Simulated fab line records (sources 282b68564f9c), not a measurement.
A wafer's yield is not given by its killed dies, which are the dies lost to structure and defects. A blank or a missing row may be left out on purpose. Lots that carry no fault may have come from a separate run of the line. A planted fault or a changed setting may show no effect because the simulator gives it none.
Which of the tools did it?    flow ritCmos    42 wafers from 14 lots sampled at 3 of the route's 202 steps

WHAT THE GAUGES READ, wafer by wafer
RIT_ACTIVE_CD_MEAS_11: the cd target is 1400 nm.
lot   measured     on        cdNm (nm)
L905  day 1 14:36  cdSem-02  1399.0 1398.2 1397.6
L907  day 2 00:48  cdSem-02  1399.4 1399.6 1398.6
L908  day 2 06:11  cdSem-02  1404.0 1401.5 1400.5
L909  day 2 10:37  cdSem-01  1396.7 1397.4 1395.9
L915  day 3 22:38  cdSem-02  1398.6 1400.4 1399.4
L917  day 4 02:36  cdSem-02  1402.0 1403.8 1401.8
L918  day 4 09:05  cdSem-01  1399.8 1399.3 1401.0
L920  day 4 17:28  cdSem-02  1400.1 1399.7 1402.4
L921  day 4 22:35  cdSem-01  1401.5 1400.8 1402.6
L922  day 5 06:40  cdSem-01  1401.9 1400.3 1399.3
L923  day 5 09:45  cdSem-01  1399.9 1400.6 1399.0
L924  day 5 13:36  cdSem-02  1404.9 1404.9 1404.2
L926  day 5 23:38  cdSem-01  1396.2 1397.2 1398.3
L928  day 6 09:26  cdSem-01  1400.6 1400.5 1402.6

RIT_NWELL_TW_MEAS_10.
lot   measured     on            NWELL_TW
L905  day 1 23:45  filmMetro-02  2145 2145 2149
L907  day 2 08:02  filmMetro-02  2115 2124 2123
L908  day 2 13:35  filmMetro-04  2145 2154 2149
L909  day 2 20:17  filmMetro-02  2130 2132 2127
L915  day 4 05:14  filmMetro-04  2144 2152 2143
L917  day 4 10:06  filmMetro-01  2107 2100 2116
L918  day 4 19:01  filmMetro-02  2140 2128 2137
L920  day 4 23:45  filmMetro-01  2100 2098 2101
L921  day 5 08:04  filmMetro-01  2125 2102 2131
L922  day 5 14:35  filmMetro-01  2114 2129 2119
L923  day 5 18:10  filmMetro-04  2125 2141 2136
L924  day 5 21:16  filmMetro-02  2155 2145 2156
L926  day 6 08:13  filmMetro-01  2113 2099 2103
L928  day 6 16:39  filmMetro-04  2135 2134 2142

RIT_PRETRO_OVL_MEAS_06.
lot   measured     on          PRETRO_OVL (nm)
L905  day 2 09:41  overlay-02  -0.9 -1.6 -0.3
L907  day 2 17:50  overlay-01  0.3 -1.8 -0.3
L908  day 2 23:34  overlay-02  0.6 0.1 2.8
L909  day 3 05:44  overlay-02  1.1 0.3 -1.0
L915  day 4 15:11  overlay-01  -1.1 -1.0 -1.4
L917  day 4 21:07  overlay-01  -2.1 -0.5 -2.0
L918  day 5 05:04  overlay-02  -0.7 -1.3 1.4
L920  day 5 11:54  overlay-01  0.3 1.6 0.3
L921  day 5 19:29  overlay-02  1.1 -0.5 -1.4
L922  day 6 00:37  overlay-02  0.4 0.3 -0.2
L923  day 6 05:11  overlay-02  3.2 1.5 0.4
L924  day 6 07:18  overlay-02  0.6 -1.0 1.7
L926  day 6 18:34  overlay-02  -0.4 -1.9 -1.8
L928  day 7 05:37  overlay-01  -0.9 -0.3 0.8

TOOL THAT RAN EACH LOT (tool first, then ch and the chambers of the sampled wafers, then the start)
Record: no process step prior to these readings.

AS READ BY THE TOOLS THEMSELVES (means over the sampled wafers that have a number; for cases with no such wafer, the mark the record gives instead)
The record holds no such reading with a usual standard deviation.

THE ANSWER, worked out from the rows above alone
Rule: usual is defined by the lots themselves. Put in order of their means at a reading, lots are off if they are a third of the lots or fewer, leave a main group of 4 or more, and stand apart from it by a gap of 3 or more times the standard deviation of the main group's means; of several such gaps the widest counts. A main group whose means are all the same, to the digits that the tables above print for the reading, isn't used. Also off: a lot with no number at a reading for which 4 or more lots have one. The other lots that the step has rows for count as sound. First the gauges in route order, then the tools' own readings, where a lot's mean is used as printed above. At the first step where some lot is off, the reading lying furthest off is the one used; lots without a number count as furthest.
No lot is off on any of the readings shown, so nothing can be concluded from this.

WHAT THE SIMULATOR HAD INSERTED
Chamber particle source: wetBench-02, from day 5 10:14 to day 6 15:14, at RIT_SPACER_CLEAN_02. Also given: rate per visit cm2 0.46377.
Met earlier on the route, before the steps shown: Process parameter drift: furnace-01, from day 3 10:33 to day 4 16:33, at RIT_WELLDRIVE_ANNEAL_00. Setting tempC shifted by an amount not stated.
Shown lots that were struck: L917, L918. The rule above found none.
